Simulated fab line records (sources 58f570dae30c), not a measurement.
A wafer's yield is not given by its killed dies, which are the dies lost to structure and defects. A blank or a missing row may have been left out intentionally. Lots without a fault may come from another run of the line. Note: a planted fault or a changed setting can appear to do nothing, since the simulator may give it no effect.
Which tool did it? -- flow berkeleyCmos170 -- 14 lots, 42 wafers sampled, at 3 steps of a route of 331

WHAT EACH GAUGE READ, for each wafer
UCB170_V1_BOW_MEAS_03.
lot,measured,on,V1_BOW (um)
L788,day 8 08:01,filmMetro-04,25 19 25
L787,day 8 08:04,filmMetro-01,14 8 21
L790,day 8 22:07,filmMetro-03,20 12 27
L792,day 9 06:25,filmMetro-04,10 31 13
L791,day 9 07:40,filmMetro-03,23 20 7
L793,day 9 07:40,filmMetro-04,25 21 19
L797,day 10 15:32,filmMetro-04,14 11 15
L799,day 10 16:52,filmMetro-04,10 24 12
L804,day 12 00:23,filmMetro-01,16 26 37
L805,day 12 03:29,filmMetro-03,17 32 27
L806,day 12 18:05,filmMetro-04,21 19 9
L809,day 13 04:10,filmMetro-04,5 21 8
L808,day 13 02:53,filmMetro-04,16 23 33
L810,day 13 09:32,filmMetro-01,16 13 25

UCB170_V1_OVL_MEAS_13.
lot,measured,on,V1_OVL (nm)
L788,day 8 11:02,overlay-01,8 -3 6
L787,day 8 11:09,overlay-02,5 2 -2
L790,day 9 00:16,overlay-02,-2 -9 3
L792,day 9 07:55,overlay-02,-6 -9 -9
L791,day 9 09:32,overlay-01,0 3 3
L793,day 9 09:37,overlay-02,-4 -11 7
L797,day 10 17:06,overlay-02,-14 -5 -10
L799,day 10 19:11,overlay-02,-6 -14 -2
L804,day 12 01:49,overlay-02,-14 -3 -3
L805,day 12 05:58,overlay-02,-14 -9 9
L806,day 12 19:41,overlay-01,-4 -10 4
L809,day 13 05:29,overlay-02,-3 8 1
L808,day 13 04:10,overlay-02,3 4 11
L810,day 13 12:11,overlay-02,-4 2 -7

EACH LOT AND THE TOOL THAT RAN IT (in order: tool; ch and the chambers of the sampled wafers; start)
lot,UCB170_CONTACT_RTA_08
L788,"rtpAnneal-01 ch 0, day 8 01:56"
L787,"rtpAnneal-01 ch 0, day 8 02:01"
L790,"rtpAnneal-01 ch 0, day 8 16:13"
L792,"rtpAnneal-01 ch 0, day 9 01:13"
L791,"rtpAnneal-01 ch 0, day 9 01:17"
L793,"rtpAnneal-01 ch 0, day 9 01:24"
L797,"rtpAnneal-01 ch 0, day 10 10:01"
L799,"rtpAnneal-01 ch 0, day 10 10:11"
L804,"rtpAnneal-02 ch 0, day 11 19:01"
L805,"rtpAnneal-02 ch 0, day 11 20:47"
L806,"rtpAnneal-01 ch 0, day 12 10:13"
L809,"rtpAnneal-01 ch 0, day 12 20:29"
L808,"rtpAnneal-02 ch 0, day 12 20:30"
L810,"rtpAnneal-01 ch 0, day 13 03:44"
- UCB170_CONTACT_RTA_08: time 10 s.

AS READ BY THE TOOLS THEMSELVES (means over the sampled wafers that have a number; for cases with no such wafer, the mark the record gives instead)
UCB170_CONTACT_RTA_08.
lot,tool,lampPowerPct (%),wafer_temp_C_max
L788,rtpAnneal-01,22.0,903.4
L787,rtpAnneal-01,22.0,904.3
L790,rtpAnneal-01,22.0,903.3
L792,rtpAnneal-01,22.0,903.6
L791,rtpAnneal-01,22.0,904.1
L793,rtpAnneal-01,22.0,903.4
L797,rtpAnneal-01,22.0,903.1
L799,rtpAnneal-01,22.0,903.4
L804,rtpAnneal-02,25.7,905.3
L805,rtpAnneal-02,25.8,903.2
L806,rtpAnneal-01,22.0,903.0
L809,rtpAnneal-01,22.0,903.6
L808,rtpAnneal-02,25.7,905.0
L810,rtpAnneal-01,22.0,903.5

THE ANSWER, worked out from the rows above alone
Rule: the lots themselves supply what counts as usual. Put in order of their means at a reading, lots are off if they are a third of the lots or fewer, leave a main group of 4 or more, and stand apart from it by a gap of 3 or more times the standard deviation of the main group's means; of several such gaps the widest counts. If all means in a main group match to the digits the tables above print for the reading, that group is not used. A lot without any number at a reading at which 4 lots or more have one is off too. Any other lot the step has rows for is counted as sound. Order of review: gauges by route order, followed by the tools' own readings, for which a lot's mean as printed above is used. At the first step where some lot is off, the reading lying furthest off is the one used; lots without a number count as furthest.
None of the lots is off at any reading shown; this tells nothing.

WHAT THE SIMULATOR HAD INSERTED
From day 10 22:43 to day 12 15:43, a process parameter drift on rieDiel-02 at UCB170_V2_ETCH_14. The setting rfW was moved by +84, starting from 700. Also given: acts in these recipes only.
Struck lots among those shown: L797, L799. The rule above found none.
